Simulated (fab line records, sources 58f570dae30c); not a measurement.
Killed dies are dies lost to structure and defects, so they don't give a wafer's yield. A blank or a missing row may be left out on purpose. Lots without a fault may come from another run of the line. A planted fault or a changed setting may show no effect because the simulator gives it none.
One fault seen from 2 desks | flow berkeley_cmos170 | each desk has only its own numbers; what lay behind them comes last

THE METROLOGY DESK
What the gauges read, lot by lot, whatever tool the lot ran on: means of the sampled wafers that have a number. A lot is out of limits, marked OUT, if its mean lies more than 4 standard deviations from the usual mean; the brackets give that distance.
Columns: A = CONTACT_PSG_THK at UCB170_CONTACT_THK_MEAS_02, usual 697 nm
lot  | first seen here | A
L499 | day 9 01:34     | 696
L500 | day 9 01:44     | 688
L501 | day 9 18:25     | 693
L503 | day 10 11:37    | 699
L502 | day 10 13:23    | 703
L506 | day 10 13:23    | 696
L505 | day 10 13:24    | 690
L504 | day 10 13:27    | 702
L507 | day 10 22:35    | 501 (-37) OUT
L508 | day 10 22:35    | 504 (-36) OUT
L512 | day 11 12:12    | 704
L511 | day 11 13:52    | 501 (-37) OUT
L513 | day 11 23:04    | 702
L517 | day 12 19:02    | 706
L519 | day 12 19:03    | 692
This desk's finding: out of limits on L507, L508, L511; first on L507, day 10 22:35 (CONTACT_PSG_THK at UCB170_CONTACT_THK_MEAS_02). In limits: L499, L500, L501, L503, L502, L506, L505, L504, L512, L513, L517, L519.

THE TOOL OWNER'S DESK: lpcvd-01
The tool's own readings at UCB170_CONTACT_CVD_01 (deposits PSG from SiH4/O2/PH3, target thk 700 nm, time 2820 s): means of the sampled wafers that have a number, for each lot that ran on this tool. A lot is out of limits, marked OUT, if its mean lies more than 4 standard deviations from the usual mean; the brackets give that distance.
Columns: A = zone_power_source_pct at UCB170_CONTACT_CVD_01, usual 7.3 %
lot  | first seen here | A
L499 | day 8 23:46     | 7.0
L501 | day 9 16:37     | 7.0
L503 | day 10 09:49    | 7.7
L502 | day 10 11:36    | 7.7
L504 | day 10 11:36    | 7.8
L505 | day 10 11:36    | 7.7
L506 | day 10 11:36    | 7.1
L507 | day 10 19:54    | 7.1
L508 | day 10 19:54    | 7.0
L511 | day 11 11:10    | 7.0
L513 | day 11 20:22    | 7.7
This desk's finding: nothing out of limits on any of the 11 lots.

PUT TOGETHER
The metrology desk could have raised an alarm at day 10 22:35, on L507, L508, L511.
The tool owner's desk saw nothing out of limits.
The tool owner's desk has L507, L508, L511 on record, within its limits.
Of the lots named, all ran UCB170_CONTACT_CVD_01 on lpcvd-01.

WHAT THE SIMULATOR HAD PUT IN
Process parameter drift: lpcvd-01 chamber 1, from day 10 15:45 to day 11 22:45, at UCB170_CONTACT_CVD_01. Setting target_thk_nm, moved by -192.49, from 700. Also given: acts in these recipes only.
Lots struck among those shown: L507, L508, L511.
Hours from the fault's start to each desk's first reading out of limits: the metrology desk, 7.
